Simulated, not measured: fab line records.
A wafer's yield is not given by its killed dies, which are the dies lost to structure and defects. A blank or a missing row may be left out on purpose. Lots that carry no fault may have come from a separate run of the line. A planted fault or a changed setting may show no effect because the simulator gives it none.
fab line records	flow berkeley_cmos170
record lots=14	wafers=42	last_day=12
route steps=331 shown CONTACT@234 M1@239 M2@289 M3@324
lots that met no fault: taken from a fault-free run of the same line
start_h: hours from the record's first day to the start of the lot's first wafer shown	wait_h: how many hours have passed since the lot's step before this one	" repeats the value in the row above	L1.1+2: a single row standing in for several wafers	- either no value or no given start	* or withheld: withheld	< > ~ a bound
route shown NAME@n: a module of which the file shows steps, and the number in the route of the first	usual: mean/standard deviation of fault-free wafers	same: alike in all rows	chamber/n: place in a boat	sites: the reading at each site	_std_site: the values' standard deviation	_edge_site: mean of outer sites minus mean of inner sites	radius_mm: for every site, how far away it sits from the centre of the wafer	mask NAME#n: copy n	behind: tool/chamber where the wafer was last shaped	hold: why the lot went on hold/how many hours it stayed there/how the hold came to an end	device: the n, p or np transistor that did not switch	end of line: the same wafers' tests at the end of the route	a step without rows: its recipe alone	killed: dies lost to structure and defects at the first sort, not the wafer's yield	map: the dies of a wafer, with x for killed, . for not killed, _ for no die there
set.NAME: the setting that was run; set.NAME@STEP: the one run at that earlier step	model.NAME: the simulator's own value behind a step, which no gauge read
route steps across a sampled set of lots; one table per step, one row per wafer
services: when a tool's chamber went out of use (start_h, in hours from the record's first day, below 0 if earlier), for how many hours, and the reason
## steps
# step UCB170_CONTACT_ETCH_18
# recipe chemistry=CHF3/CF4/Ar	target=PSG	stop_on=TiSi2	CHF3_flow_sccm=45	cf4_flow_sccm=15	Ar_flow_sccm=150	pressure_mtorr=200	rf_w=700	target_depth_a=8400	over_etch_frac=0.2	time_s=195
# usual drypump_motor_current_A=5.8/0.43	mfc_ar_sccm=150.0/0.47	oes_product_au=0.892/0.015	rf_fwd_power_W=697.5/2.3	throttle_valve_pct=6.87/0.11
lot.wafer	tool	chamber	start_h	wait_h	drypump_motor_current_A	mfc_ar_sccm	oes_product_au	rf_fwd_power_W	rf_hours_counter_h	throttle_valve_pct
L284.3	rie_diel-04	3	-	-	6.3	150.5	0.899	697.7	85	6.92
L284.4	"	1	"	"	5.7	150.2	0.888	697.9	47	6.95
L284.5	"	2	"	"	5.8	149.3	0.900	696.6	-	7.06
L283.1	rie_diel-01	1	-	-	6.7	149.8	0.888	694.7	7	6.83
L283.2	"	0	"	"	5.2	150.4	0.872	697.5	19	6.83
L283.4	"	2	"	"	5.3	149.9	0.898	701.1	73	6.82
L285.1	rie_diel-04	0	-	-	6.2	150.1	0.890	694.7	22	6.86
L285.3	"	3	"	"	6.3	150.2	0.904	698.2	85	6.91
L285.4	"	1	"	"	5.8	149.9	0.884	699.9	47	6.95
L286.1	rie_diel-04	0	-	-	6.1	149.2	0.879	694.5	22	6.84
L286.3	"	2	"	"	5.8	149.7	0.884	694.2	134	7.08
L286.6	"	0	"	"	6.2	150.3	0.876	692.6	-	6.86
L288.1	rie_diel-02	1	-	-	5.6	150.1	0.861	700.8	6	6.70
L288.4	"	2	"	"	5.8	149.6	0.879	700.4	34	6.81
L288.6	"	2	"	"	5.8	149.9	0.897	699.2	-	6.79
L289.1	rie_diel-01	2	-	-	5.3	150.5	0.892	693.9	74	6.81
L289.2	"	3	"	"	5.2	150.0	0.912	696.0	14	7.02
L289.5	"	2	"	"	5.3	151.0	0.893	699.4	-	6.81
L287.2	rie_diel-04	2	-	-	5.8	149.5	0.892	695.2	134	7.06
L287.5	"	1	"	"	5.7	149.4	0.880	697.0	-	6.96
L287.6	"	0	"	"	6.1	150.1	0.886	692.6	-	6.86
L290.1	rie_diel-01	0	-	-	5.2	149.9	0.887	701.2	20	6.81
L290.3	"	1	"	"	6.7	150.0	0.899	694.3	8	6.84
L290.4	"	2	"	"	5.3	150.3	0.893	698.3	75	6.82
L293.1	rie_diel-02	3	-	-	5.9	150.4	0.914	699.2	112	6.99
L293.3	"	0	"	"	5.8	149.9	0.911	701.6	6	6.80
L293.5	"	3	"	"	5.8	150.3	0.907	700.2	-	6.99
L300.1	rie_diel-02	2	-	-	5.8	149.1	0.889	700.4	37	6.81
L300.2	"	0	"	"	5.8	150.1	0.917	699.3	7	6.79
L300.4	"	1	"	"	5.6	150.4	0.871	700.0	9	6.69
L301.3	rie_diel-02	2	-	-	5.8	149.5	0.903	694.1	38	6.80
L301.5	"	0	"	"	5.7	150.0	0.908	694.9	-	6.81
L301.6	"	1	"	"	5.6	149.4	0.871	695.9	-	6.68
L302.2	rie_diel-01	3	-	-	5.2	149.7	0.911	694.3	18	7.02
L302.4	"	0	"	"	5.3	149.1	0.884	698.7	23	6.83
L302.6	"	0	"	"	5.2	149.5	0.889	700.5	-	6.82
L305.1	rie_diel-04	3	-	-	6.3	149.7	0.914	697.6	89	6.92
L305.2	"	0	"	"	6.1	149.8	0.891	692.4	27	6.84
L305.6	"	1	"	"	5.8	150.4	0.895	701.3	-	6.95
L306.2	rie_diel-01	0	-	-	5.3	150.3	0.885	699.3	24	6.82
L306.4	"	1	"	"	6.7	149.5	0.898	698.9	12	6.83
L306.5	"	0	"	"	5.3	149.8	0.888	699.2	-	6.82
# step UCB170_M1_RS_MEAS_01
# recipe thk_meas_gauge=four-point-probe	reads=Al_of_M1_SPUTTER_00
# usual M1_AL_RS=0.0485/0.00047
lot.wafer	tool	chamber	start_h	wait_h	M1_AL_RS[ohm/sq]
L284.3	film_metro-03	-	143.17	0.1	0.0491
L284.4	"	-	"	"	0.0485
L284.5	"	-	"	"	0.0484
L283.1	film_metro-04	-	144.32	0.0	0.0491
L283.2	"	-	"	"	0.0486
L283.4	"	-	"	"	0.0489
L285.1	film_metro-04	-	145.81	0.0	0.0483
L285.3	"	-	"	"	0.0488
L285.4	"	-	"	"	0.0483
L286.1	film_metro-04	-	146.55	0.0	0.0487
L286.3	"	-	"	"	0.0484
L286.6	"	-	"	"	0.0491
L288.1	film_metro-03	-	158.88	0.0	0.0484
L288.4	"	-	"	"	0.0485
L288.6	"	-	"	"	0.0480
L289.1	film_metro-04	-	159.08	0.0	0.0482
L289.2	"	-	"	"	0.0485
L289.5	"	-	"	"	0.0484
L287.2	film_metro-03	-	159.31	0.1	0.0484
L287.5	"	-	"	"	0.0491
L287.6	"	-	"	"	0.0483
L290.1	film_metro-01	-	170.44	0.0	0.0485
L290.3	"	-	"	"	0.0485
L290.4	"	-	"	"	0.0483
L293.1	film_metro-04	-	190.53	0.0	0.0482
L293.3	"	-	"	"	0.0477
L293.5	"	-	"	"	0.0487
L300.1	film_metro-01	-	220.12	0.0	0.0496
L300.2	"	-	"	"	0.0497
L300.4	"	-	"	"	0.0494
L301.3	film_metro-03	-	231.46	0.1	0.0481
L301.5	"	-	"	"	0.0486
L301.6	"	-	"	"	0.0492
L302.2	film_metro-04	-	241.23	0.1	0.0484
L302.4	"	-	"	"	0.0476
L302.6	"	-	"	"	0.0480
L305.1	film_metro-01	-	247.58	0.0	0.0485
L305.2	"	-	"	"	0.0493
L305.6	"	-	"	"	0.0495
L306.2	film_metro-01	-	263.79	0.1	0.0485
L306.4	"	-	"	"	0.0483
L306.5	"	-	"	"	0.0484
# step UCB170_M2_METAL_ETCH_18
# recipe chemistry=Cl2/BCl3	target=Al	stop_on=SiO2	pressure_mtorr=12	target_depth_a=11700	over_etch_frac=0.3	time_s=195	icp_w=600	bias_w=120	Cl2_flow_sccm=90	bcl3_flow_sccm=45
# usual drypump_motor_current_A=5.4/0.49	oes_product_au=0.847/0.013	rf_fwd_power_W=597.7/1.9	throttle_valve_pct=24.27/0.085
lot.wafer	tool	chamber	start_h	wait_h	drypump_motor_current_A	oes_product_au	rf_fwd_power_W	rf_hours_counter_h	throttle_valve_pct
L284.3	rie_metal-04	0	157.11	-	5.4	0.855	595.4	-	24.23
L284.4	"	1	"	"	5.4	0.828	595.4	-	24.31
L284.5	"	0	"	"	5.5	0.862	598.4	-	24.23
L285.1	rie_metal-02	1	157.67	-	4.9	0.856	595.5	9	24.32
L285.3	"	1	"	"	4.9	0.846	597.1	-	24.31
L285.4	"	0	"	"	6.3	0.849	597.0	-	24.25
L283.1	rie_metal-01	0	157.81	-	4.8	0.824	599.7	12	24.39
L283.2	"	1	"	"	5.8	0.852	597.9	6	24.13
L283.4	"	0	"	"	4.8	0.838	599.1	-	24.38
L286.1	rie_metal-04	1	157.94	-	5.4	0.830	593.1	10	24.30
L286.3	"	1	"	"	5.4	0.833	596.3	-	24.32
L286.6	"	0	"	"	5.4	0.851	592.7	-	24.22
L288.1	rie_metal-02	0	171.49	-	6.3	0.855	599.0	5	24.25
L288.4	"	1	"	"	4.9	0.851	597.6	-	24.34
L288.6	"	1	"	"	4.9	0.859	600.0	-	24.33
L289.1	rie_metal-01	0	171.61	-	4.8	0.842	600.9	12	24.40
L289.2	"	1	"	"	5.8	0.862	596.2	6	24.12
L289.5	"	0	"	"	4.8	0.832	599.2	-	24.38
L287.2	rie_metal-04	1	172.26	-	5.5	0.820	600.1	11	24.31
L287.5	"	0	"	"	5.5	0.848	597.1	-	24.22
L287.6	"	1	"	"	5.4	0.825	600.6	-	24.30
L290.1	rie_metal-01	0	182.56	-	4.8	0.840	598.8	13	24.39
L290.3	"	1	"	"	5.8	0.848	598.7	-	24.13
L290.4	"	0	"	"	4.8	0.824	596.4	-	24.39
L293.1	rie_metal-04	1	201.19	-	5.5	0.832	598.7	11	24.29
L293.3	"	1	"	"	5.5	0.837	598.0	-	24.30
L293.5	"	0	"	"	5.5	0.864	601.0	-	24.24
L300.1	rie_metal-04	0	232.06	-	5.5	0.842	834.3	3	24.23
L300.2	"	1	"	"	5.5	0.826	598.2	12	24.31
L300.4	"	1	"	"	5.4	0.829	597.7	-	24.31
L301.3	rie_metal-04	1	243.05	-	5.4	0.831	596.1	-	24.29
L301.5	"	0	"	"	5.5	0.852	834.0	-	24.22
L301.6	"	1	"	"	5.4	0.832	599.0	-	24.31
L302.2	rie_metal-01	1	253.93	-	5.8	0.866	597.4	9	24.12
L302.4	"	1	"	"	5.8	0.867	598.0	-	24.11
L302.6	"	0	"	"	4.8	0.841	598.6	-	24.38
L305.1	rie_metal-01	0	266.04	-	4.8	0.842	596.1	15	24.39
L305.2	"	1	"	"	5.9	0.861	600.6	9	24.12
L305.6	"	0	"	"	4.8	0.824	595.8	-	24.39
L306.2	rie_metal-01	0	276.12	-	4.8	0.826	597.1	16	24.39
L306.4	"	1	"	"	5.9	0.862	598.2	-	24.10
L306.5	"	1	"	"	5.9	0.852	599.0	-	24.12
# step UCB170_M2_STRIP_19
# recipe chemistry=O2	power_w=400	pressure_mtorr=3500	platen_temp_c=withheld	o2_flow_sccm=400	overash_fraction=0.5
# usual drypump_motor_current_A=5.7/0.3	oes_product_au=0.543/0.016
lot.wafer	tool	chamber	start_h	wait_h	drypump_motor_current_A	oes_product_au	rf_hours_counter_h
L284.3	plasma_asher-04	0	157.27	0.1	5.3	0.553	-
L284.4	"	1	"	"	6.2	0.538	-
L284.5	"	0	"	"	5.3	0.554	-
L285.1	plasma_asher-03	0	157.92	0.2	5.6	0.553	40
L285.3	"	1	"	"	5.5	0.543	-
L285.4	"	0	"	"	5.6	0.561	-
L283.1	plasma_asher-01	0	158.00	0.1	5.7	0.526	5
L283.2	"	1	"	"	5.6	0.548	5
L283.4	"	1	"	"	5.6	0.504	-
L286.1	plasma_asher-04	0	158.13	0.1	5.3	0.539	42
L286.3	"	0	"	"	5.3	0.543	-
L286.6	"	1	"	"	6.2	0.547	-
L288.1	plasma_asher-01	0	171.67	0.1	5.7	0.548	7
L288.4	"	0	"	"	5.7	0.542	-
L288.6	"	0	"	"	5.7	0.535	-
L289.1	plasma_asher-04	1	171.80	0.1	6.2	0.508	43
L289.2	"	0	"	"	5.3	0.539	43
L289.5	"	1	"	"	6.2	0.509	-
L287.2	plasma_asher-04	1	172.44	0.1	6.2	0.546	43
L287.5	"	0	"	"	5.3	0.552	-
L287.6	"	1	"	"	6.2	0.551	-
L290.1	plasma_asher-03	0	182.75	0.1	5.6	0.497	43
L290.3	"	1	"	"	5.6	0.538	-
L290.4	"	0	"	"	5.6	0.505	-
L293.1	plasma_asher-04	0	201.38	0.1	5.3	0.545	46
L293.3	"	0	"	"	5.3	0.544	-
L293.5	"	0	"	"	5.3	0.556	-
L300.1	plasma_asher-04	0	232.25	0.1	5.3	0.320	49
L300.2	"	1	"	"	6.2	0.550	49
L300.4	"	1	"	"	6.2	0.556	-
L301.3	plasma_asher-03	0	243.21	0.1	5.6	0.551	-
L301.5	"	1	"	"	5.6	0.310	-
L301.6	"	0	"	"	5.6	0.550	-
L302.2	plasma_asher-01	0	254.12	0.1	5.7	0.546	16
L302.4	"	0	"	"	5.7	0.545	-
L302.6	"	0	"	"	5.6	0.512	-
L305.1	plasma_asher-04	1	266.23	0.1	6.2	0.507	52
L305.2	"	0	"	"	5.3	0.547	52
L305.6	"	1	"	"	6.2	0.514	-
L306.2	plasma_asher-03	1	276.31	0.1	5.5	0.520	53
L306.4	"	0	"	"	5.6	0.550	-
L306.5	"	0	"	"	5.6	0.554	-
# step UCB170_M2_CD_MEAS_90
# recipe target_cd_nm=700
# usual cd_nm=702/3
lot.wafer	tool	chamber	start_h	wait_h	cd_nm
L284.3	cd_sem-02	-	157.38	0.1	698
L284.4	"	-	"	"	704
L284.5	"	-	"	"	701
L285.1	cd_sem-01	-	158.02	0.1	704
L285.3	"	-	"	"	701
L285.4	"	-	"	"	702
L283.1	cd_sem-01	-	158.14	0.1	705
L283.2	"	-	"	"	702
L283.4	"	-	"	"	706
L286.1	cd_sem-01	-	158.26	0.1	703
L286.3	"	-	"	"	703
L286.6	"	-	"	"	698
L288.1	cd_sem-01	-	171.88	0.2	701
L288.4	"	-	"	"	707
L288.6	"	-	"	"	701
L289.1	cd_sem-02	-	171.90	0.1	705
L289.2	"	-	"	"	702
L289.5	"	-	"	"	703
L287.2	cd_sem-01	-	172.60	0.1	701
L287.5	"	-	"	"	696
L287.6	"	-	"	"	698
L290.1	cd_sem-01	-	182.85	0.1	699
L290.3	"	-	"	"	702
L290.4	"	-	"	"	698
L293.1	cd_sem-01	-	201.48	0.1	703
L293.3	"	-	"	"	703
L293.5	"	-	"	"	699
L300.1	cd_sem-02	-	232.35	0.1	687
L300.2	"	-	"	"	703
L300.4	"	-	"	"	705
L301.3	cd_sem-02	-	243.31	0.1	705
L301.5	"	-	"	"	683
L301.6	"	-	"	"	705
L302.2	cd_sem-01	-	254.24	0.1	706
L302.4	"	-	"	"	706
L302.6	"	-	"	"	700
L305.1	cd_sem-01	-	266.33	0.1	702
L305.2	"	-	"	"	704
L305.6	"	-	"	"	701
L306.2	cd_sem-01	-	276.50	0.2	699
L306.4	"	-	"	"	700
L306.5	"	-	"	"	703
# step UCB170_M3_CD_MEAS_15
# recipe target_cd_nm=700
# usual cd_nm=700.2/1.5
lot.wafer	tool	chamber	start_h	wait_h	cd_nm
L284.3	cd_sem-01	-	162.27	-	701.0
L284.4	"	-	"	"	700.0
L284.5	"	-	"	"	699.5
L285.1	cd_sem-01	-	162.63	-	700.3
L285.3	"	-	"	"	699.0
L285.4	"	-	"	"	699.8
L283.1	cd_sem-02	-	163.19	-	700.0
L283.2	"	-	"	"	699.9
L283.4	"	-	"	"	700.9
L286.1	cd_sem-02	-	163.47	-	700.0
L286.3	"	-	"	"	700.3
L286.6	"	-	"	"	700.4
L288.1	cd_sem-02	-	176.60	-	700.9
L288.4	"	-	"	"	700.6
L288.6	"	-	"	"	700.7
L289.1	cd_sem-01	-	176.99	-	700.8
L289.2	"	-	"	"	700.0
L289.5	"	-	"	"	701.3
L287.2	cd_sem-02	-	178.06	-	698.4
L287.5	"	-	"	"	698.3
L287.6	"	-	"	"	698.9
L290.1	cd_sem-02	-	187.38	-	701.1
L290.3	"	-	"	"	702.5
L290.4	"	-	"	"	700.3
L293.1	cd_sem-01	-	206.12	-	699.7
L293.3	"	-	"	"	699.7
L293.5	"	-	"	"	701.6
L300.1	cd_sem-01	-	237.60	-	698.8
L300.2	"	-	"	"	701.0
L300.4	"	-	"	"	699.8
L301.3	cd_sem-01	-	247.72	-	702.7
L301.5	"	-	"	"	701.4
L301.6	"	-	"	"	701.7
L302.2	cd_sem-02	-	262.44	-	697.7
L302.4	"	-	"	"	699.1
L302.6	"	-	"	"	698.5
L305.1	cd_sem-02	-	271.12	-	700.2
L305.2	"	-	"	"	698.5
L305.6	"	-	"	"	698.8
L306.2	cd_sem-01	-	281.76	-	698.5
L306.4	"	-	"	"	699.7
L306.5	"	-	"	"	698.7
## services
tool	chamber	start_h	hours	kind
rie_diel-02	0	119.95	15.3	repair
rie_metal-04	0	120.88	-	clean
rie_metal-04	0	120.88	20.8	scheduled_down
rie_metal-04	0	120.88	20.8	vent_cycle
rie_diel-02	2	127.36	4.1	repair
rie_diel-04	2	135.17	3.6	repair
rie_diel-04	3	156.15	16.7	repair
rie_diel-04	0	161.49	2.4	repair
rie_diel-02	3	176.94	2.9	repair
rie_diel-04	2	177.69	3.3	repair
plasma_asher-04	-	188.00	1.8	repair
rie_diel-02	1	222.92	5.3	repair
rie_diel-01	2	228.55	4.9	repair
rie_metal-04	0	245.45	3.0	repair
rie_diel-04	2	246.76	-	clean
rie_diel-04	2	246.76	17.5	scheduled_down
rie_diel-04	2	246.76	17.5	vent_cycle
rie_diel-04	0	262.54	5.9	repair
plasma_asher-01	-	266.16	2.8	pm
rie_metal-02	-	266.16	10.0	pm
## key
first_sign step=UCB170_M2_METAL_ETCH_18	reading=rf_fwd_power_W	direction=up	sigmas=99+	usual=597.7	struck=834.2
effect step=UCB170_M2_STRIP_19	reading=oes_product_au	direction=down	sigmas=14	usual=0.543	struck=0.315
effect step=UCB170_M2_CD_MEAS_90	reading=cd_nm	direction=down	sigmas=5.7	usual=702	struck=685
met_at UCB170_M2_METAL_ETCH_18
struck_lots L300,L301
struck_wafers L300.1,L301.5
not_acting_at UCB170_CONTACT_ETCH_18,UCB170_M1_RS_MEAS_01,UCB170_M3_CD_MEAS_15
onset_between 201.19 232.06
fault kind=process_parameter_drift	tool=rie_metal-04	chamber=0	onset_h=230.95	steps=UCB170_M2_METAL_ETCH_18	channel=icp_w	offset=240	shape=step	end_h=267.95	acts_in=these_recipes_only	stated=600
